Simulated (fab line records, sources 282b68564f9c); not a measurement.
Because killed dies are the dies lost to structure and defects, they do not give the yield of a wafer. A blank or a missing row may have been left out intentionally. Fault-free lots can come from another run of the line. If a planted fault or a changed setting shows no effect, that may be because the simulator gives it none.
fab line records    flow rit-cmos
[record] lots = 6  wafers = 18  last-day = 6
route steps=202 shown ACTIVE@1 M1@202
lots with no fault: from the same line, run without faults
start-h: start of the lot's first displayed wafer, in hours after the record's first day    wait-h: hours elapsed since this lot's preceding step    " as in the row above    L1.1+2: several wafers, shown together as one row    - no value present, or no start provided    * or withheld: withheld    < > ~ a bound
route shown NAME@n: names a module that has steps shown in the file, with the first one's number in the route    usual: mean/standard deviation of fault-free wafers    same: alike in all rows    chamber/n: place in a boat    sites: readings site by site    _std_site: the values' standard deviation    _edge_site: mean of outer sites minus mean of inner sites    radius-mm: how far each site lies from the wafer's centre    mask NAME#n: copy n    behind: the most recent tool/chamber to have shaped the wafer    hold: reason for holding the lot/hours on hold/outcome of the hold    device: the transistor (n, p or np) that didn't switch    end of line: tests of these same wafers at the route's end    a step without rows: its recipe alone    killed: dies lost to structure and defects at the first sort, not the wafer's yield    map: a wafer's dies, x killed, . not, _ none there
set.NAME: the setting that was run; set.NAME@STEP: the one run at that earlier step    model.NAME: the simulator's own value behind a step, which no gauge read
lots at selected steps of the route; one table per step, one row per wafer
services: when a tool's chamber went out of use (start-h, in hours from the record's first day, below 0 if earlier), for how many hours, and the reason
[[steps]]
[step RIT_ACTIVE_BOW_MEAS_00]
[recipe] mode = bow
[usual] INCOMING_BOW = 0/6.4
lot.wafer  tool           chamber  start-h  wait-h  INCOMING_BOW[um]
L765.3     film-metro-01  -        20.04    -       -4
L765.5     "              -        "        "       10
L765.6     "              -        "        "       -1
L766.2     film-metro-01  -        25.02    -       11
L766.3     "              -        "        "       1
L766.4     "              -        "        "       -13
L770.1     film-metro-03  -        45.00    -       -10
L770.3     "              -        "        "       -6
L770.4     "              -        "        "       7
L772.2     film-metro-03  -        55.02    -       0
L772.3     "              -        "        "       -9
L772.5     "              -        "        "       9
L774.2     film-metro-03  -        65.02    -       -7
L774.3     "              -        "        "       -5
L774.6     "              -        "        "       0
L781.2     film-metro-02  -        100.02   -       4
L781.4     "              -        "        "       8
L781.5     "              -        "        "       -10
[step RIT_ACTIVE_OXIDATION_01]
[recipe] temp-c = 1000  ambient = O2  target-thk-a = 468  ox-time-s = 3360
[step RIT_ACTIVE_THK_MEAS_02]
[recipe] reads = SiO2_of_ACTIVE_OXIDATION_01
[usual] ACTIVE_OXIDE_THK = 46.8/0.71
lot.wafer  tool           chamber  start-h  wait-h  ACTIVE_OXIDE_THK[nm]
L765.3     film-metro-02  -        22.09    0.0     46.6
L765.5     "              -        "        "       46.4
L765.6     "              -        "        "       47.4
L766.2     film-metro-03  -        27.10    0.0     46.1
L766.3     "              -        "        "       46.2
L766.4     "              -        "        "       46.5
L770.1     film-metro-03  -        49.41    0.0     46.4
L770.3     "              -        "        "       46.1
L770.4     "              -        "        "       46.9
L772.2     film-metro-01  -        57.85    0.0     46.6
L772.3     "              -        "        "       47.0
L772.5     "              -        "        "       47.4
L774.2     film-metro-01  -        67.10    0.0     46.6
L774.3     "              -        "        "       46.4
L774.6     "              -        "        "       46.8
L781.2     film-metro-03  -        102.13   0.0     47.6
L781.4     "              -        "        "       48.6
L781.5     "              -        "        "       47.6
[step RIT_ACTIVE_CVD_03]
[recipe] material = Si3N4  target-thk-nm = 150  temp-c = 810  precursor = SiH2Cl2/NH3  time-s = 1500  pressure-mtorr = 300  sih2cl2-flow-sccm = 60  nh3-flow-sccm = 150
[step RIT_ACTIVE_THK_MEAS_04]
[recipe] reads = Si3N4_of_ACTIVE_CVD_03
[usual] ACTIVE_NITRIDE_THK = 149.8/1.2
lot.wafer  tool           chamber  start-h  wait-h  ACTIVE_NITRIDE_THK[nm]
L765.3     film-metro-01  -        25.47    0.0     149.7
L765.5     "              -        "        "       149.7
L765.6     "              -        "        "       149.4
L766.2     film-metro-03  -        28.58    0.0     151.1
L766.3     "              -        "        "       150.2
L766.4     "              -        "        "       151.4
L770.1     film-metro-02  -        50.88    0.0     150.9
L770.3     "              -        "        "       151.4
L770.4     "              -        "        "       151.4
L772.2     film-metro-02  -        59.33    0.0     152.2
L772.3     "              -        "        "       150.2
L772.5     "              -        "        "       149.4
L774.2     film-metro-03  -        68.57    0.0     148.3
L774.3     "              -        "        "       148.4
L774.6     "              -        "        "       148.0
L781.2     film-metro-02  -        103.61   0.0     150.3
L781.4     "              -        "        "       150.9
L781.5     "              -        "        "       149.9
[step RIT_ACTIVE_HMDS_05]
[recipe] prime-time-s = 60  prime-temp-c = 140
[step RIT_ACTIVE_COAT_06]
[recipe] resist = NOVOLAK  spin-rpm = 3250  resist-thk-nm = 1000
[step RIT_ACTIVE_SOFTBAKE_07]
[recipe] resist = NOVOLAK  temp-c = 90  time-s = 60
[step RIT_ACTIVE_EXPOSE_08]
[recipe] mask-id = M1  na = 0.6  source-shape = conventional  sigma-outer = 0.6  target-cd-nm = 1400  dose-mj = 225
[step RIT_ACTIVE_PEB_09]
[recipe] resist = NOVOLAK  temp-c = withheld  time-s = withheld
[step RIT_ACTIVE_DEVELOP_10]
[recipe] resist = NOVOLAK  develop-time-s = 50  dev-temp-c = 23
[step RIT_ACTIVE_CD_MEAS_11]
[recipe] target-cd-nm = 1400
[usual] cd-nm = 1400.1/2.6
lot.wafer  tool       chamber  start-h  wait-h  cd-nm
L765.3     cd-sem-02  -        26.41    -       1398.0
L765.5     "          -        "        "       1398.7
L765.6     "          -        "        "       1399.0
L766.2     cd-sem-01  -        29.50    -       1398.6
L766.3     "          -        "        "       1398.6
L766.4     "          -        "        "       1397.9
L770.1     cd-sem-02  -        51.79    -       1402.7
L770.3     "          -        "        "       1403.7
L770.4     "          -        "        "       1401.7
L772.2     cd-sem-02  -        60.25    -       1401.7
L772.3     "          -        "        "       1400.0
L772.5     "          -        "        "       1399.7
L774.2     cd-sem-01  -        69.62    -       1401.9
L774.3     "          -        "        "       1400.4
L774.6     "          -        "        "       1402.9
L781.2     cd-sem-01  -        104.65   -       1401.4
L781.4     "          -        "        "       1402.0
L781.5     "          -        "        "       1399.9
[step RIT_ACTIVE_HARDBAKE_12]
[recipe] resist = NOVOLAK  temp-c = 140  time-s = 60
[usual] heater-power-total-W = 62.55/0.045  plate-temp-C = 139.98/0.16
lot.wafer  tool            chamber  start-h  wait-h  heater-power-total-W  plate-temp-C  model.NOVOLAK_of_ACTIVE_COAT_06.thk-nm
L765.3     litho-track-02  0        26.54    0.1     62.59                 140.29        879.1
L765.5     "               0        "        "       62.53                 140.22        879.3
L765.6     "               0        "        "       62.50                 140.33        879.2
L766.2     litho-track-03  0        29.63    0.1     62.60                 140.22        880.6
L766.3     "               0        "        "       62.60                 140.00        880.8
L766.4     "               0        "        "       62.60                 140.10        882
L770.1     litho-track-03  0        51.91    0.1     69.23                 151.50        876.4
L770.3     "               0        "        "       69.19                 151.30        874.5
L770.4     "               0        "        "       69.04                 151.37        873.7
L772.2     litho-track-01  0        60.37    0.1     62.60                 139.86        882.3
L772.3     "               0        "        "       62.55                 140.11        878.3
L772.5     "               0        "        "       62.57                 140.00        882.6
L774.2     litho-track-03  0        69.74    0.1     69.06                 151.65        872.3
L774.3     "               0        "        "       69.15                 151.36        873.1
L774.6     "               0        "        "       69.09                 151.60        873.1
L781.2     litho-track-02  0        104.78   0.1     62.57                 139.97        881.8
L781.4     "               0        "        "       62.48                 139.93        883.1
L781.5     "               0        "        "       62.46                 139.96        882.2
[step RIT_ACTIVE_ETCH_13]
[recipe] stop-on = SiO2  chemistry = SF6  target = Si3N4  time-s = 210  over-etch-frac = 0.4  SF6_flow_sccm = 200  pressure-mtorr = 260  rf-w = 125  target-depth-a = 2100
[usual] drypump-motor-current-A = 5.8/0.52  oes-product-au = 0.821/0.014  throttle-valve-pct = 7.48/0.098
[same] over-etch-frac = 0.4
lot.wafer  tool         chamber  start-h  wait-h  drypump-motor-current-A  oes-product-au  rf-hours-counter-h  throttle-valve-pct  model.NOVOLAK_of_ACTIVE_COAT_06.thk-nm
L765.3     rie-diel-01  2        26.64    0.1     6.6                      0.824           138                 7.62                647.9
L765.5     "            3        "        "       5.0                      0.833           -                   7.53                646
L765.6     "            0        "        "       6.1                      0.830           -                   7.45                656.2
L766.2     rie-diel-02  0        29.75    0.1     5.1                      0.822           134                 7.40                659.9
L766.3     "            1        "        "       5.7                      0.837           3                   7.50                654.9
L766.4     "            2        "        "       6.3                      0.840           111                 7.42                658.6
L770.1     rie-diel-04  2        52.06    0.1     5.5                      0.806           6                   7.38                645
L770.3     "            1        "        "       5.9                      0.806           4                   7.44                651.6
L770.4     "            0        "        "       5.6                      0.830           12                  7.66                646.4
L772.2     rie-diel-04  2        60.50    0.1     5.5                      0.822           6                   7.39                652.7
L772.3     "            0        "        "       5.5                      0.819           12                  7.66                654.1
L772.5     "            3        "        "       5.6                      0.797           -                   7.23                661.2
L774.2     rie-diel-01  1        69.87    0.1     5.6                      0.809           14                  7.53                646.4
L774.3     "            2        "        "       6.5                      0.817           139                 7.61                639.4
L774.6     "            3        "        "       5.0                      0.826           -                   7.53                638.9
L781.2     rie-diel-01  3        104.90   0.1     5.0                      0.833           125                 7.53                650.1
L781.4     "            0        "        "       6.1                      0.842           115                 7.45                659.2
L781.5     "            3        "        "       5.0                      0.834           -                   7.53                650.3
[step RIT_ACTIVE_STRIP_14]
[recipe] chemistry = O2  time-s = 180  resist = NOVOLAK  platen-temp-c = withheld  power-w = 500  pressure-mtorr = 4000  o2-flow-sccm = 4000
[usual] drypump-motor-current-A = 5.6/0.47
lot.wafer  tool             chamber  start-h  wait-h  drypump-motor-current-A  rf-hours-counter-h
L765.3     plasma-asher-03  1        26.83    0.1     6.1                      -
L765.5     "                0        "        "       5.3                      -
L765.6     "                1        "        "       6.1                      -
L766.2     plasma-asher-03  0        29.88    0.1     5.2                      40
L766.3     "                1        "        "       6.1                      -
L766.4     "                0        "        "       5.3                      -
L770.1     plasma-asher-04  1        52.20    0.1     6.1                      40
L770.3     "                0        "        "       5.3                      -
L770.4     "                1        "        "       6.1                      -
L772.2     plasma-asher-04  0        60.63    0.1     5.3                      40
L772.3     "                1        "        "       6.1                      -
L772.5     "                1        "        "       6.1                      -
L774.2     plasma-asher-03  1        70.00    0.1     6.1                      44
L774.3     "                0        "        "       5.3                      -
L774.6     "                1        "        "       6.1                      -
L781.2     plasma-asher-01  0        105.04   0.1     5.8                      43
L781.4     "                1        "        "       4.8                      -
L781.5     "                1        "        "       4.8                      -
[step RIT_M1_PROBE_99]
[usual] killed-at-contacts = 0.1/0.3  killed-at-front-end = 7/3.3  killed-dies = 7/3.3  killed-open = 3.8/2.3  killed-short = 3.5/2.1
[same] gross-dies = 264  killed_at_M0_to_M3 = 0  killed_at_M4_up = 0  killed-at-back-side = 0  killed-at-other = 0
lot.wafer  tool       chamber  start-h  wait-h  killed-at-contacts  killed-at-front-end  killed-dies  killed-open  killed-short
L774.2     prober-01  -        116.23   0.1     1                   9                    10           5            5
L774.3     prober-01  -        116.28   0.2     0                   5                    5            4            1
L774.6     prober-01  -        116.43   0.2     0                   9                    9            2            7
// killed by level:class
L774.2 FOX2:geometric-particle:open=3 GATE:geometric-particle:short=2 SPACER:geometric-particle:short=2 FOX2:geometric-particle:short=1 SILICIDE:geometric-particle:open=1 CONTACT:geometric-particle:open=1
L774.3 SILICIDE:geometric-particle:open=3 GATE:geometric-particle:short=1 GATE:geometric-particle:open=1
L774.6 FOX2:geometric-particle:short=3 SILICIDE:geometric-particle:short=2 GATE:geometric-particle:short=1 GATE:geometric-particle:open=1 SPACER:geometric-particle:short=1 SPACER:geometric-particle:open=1
[[services]]
tool             chamber  start-h  hours  kind
plasma-asher-01  -        14.56    3.2    repair
rie-diel-01      2        37.82    1.4    repair
rie-diel-02      3        47.18    3.2    repair
rie-diel-04      3        86.84    2.3    repair
plasma-asher-03  -        86.96    2.8    repair
[[key]]
[first-sign] step = RIT_ACTIVE_HARDBAKE_12  reading = heater-power-total-W  direction = up  sigmas = 99+  usual = 62.55  struck = 69.13
[effect] step = RIT_ACTIVE_HARDBAKE_12  reading = plate-temp-C  direction = up  sigmas = 72  usual = *  struck = *
[model-effect] step = RIT_ACTIVE_HARDBAKE_12  value = NOVOLAK_of_ACTIVE_COAT_06.thk-nm  without = 884.5  struck = 873.9
[model-effect] step = RIT_ACTIVE_ETCH_13  value = NOVOLAK_of_ACTIVE_COAT_06.thk-nm  without = 655.2  struck = 644.6
met-at RIT_ACTIVE_HARDBAKE_12
struck-wafers L770.1,L770.3,L770.4,L774.2,L774.3,L774.6
tester-left-out L770,L774
onset-between 29.63 51.91
[fault] kind = process-parameter-drift  tool = litho-track-03  chamber = -  onset-h = 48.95  steps = RIT_ACTIVE_HARDBAKE_12  channel = temp-c  offset = *  shape = step  end-h = 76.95  acts-in = *  stated = *
// tester-left-out: of these lots the tester's yield and bins aren't shown, on N5 and GAA mostly nor the transistor test; their killed dies are dies lost to structure and defects alone, not to doping, threshold or leakage, so they don't give the yield
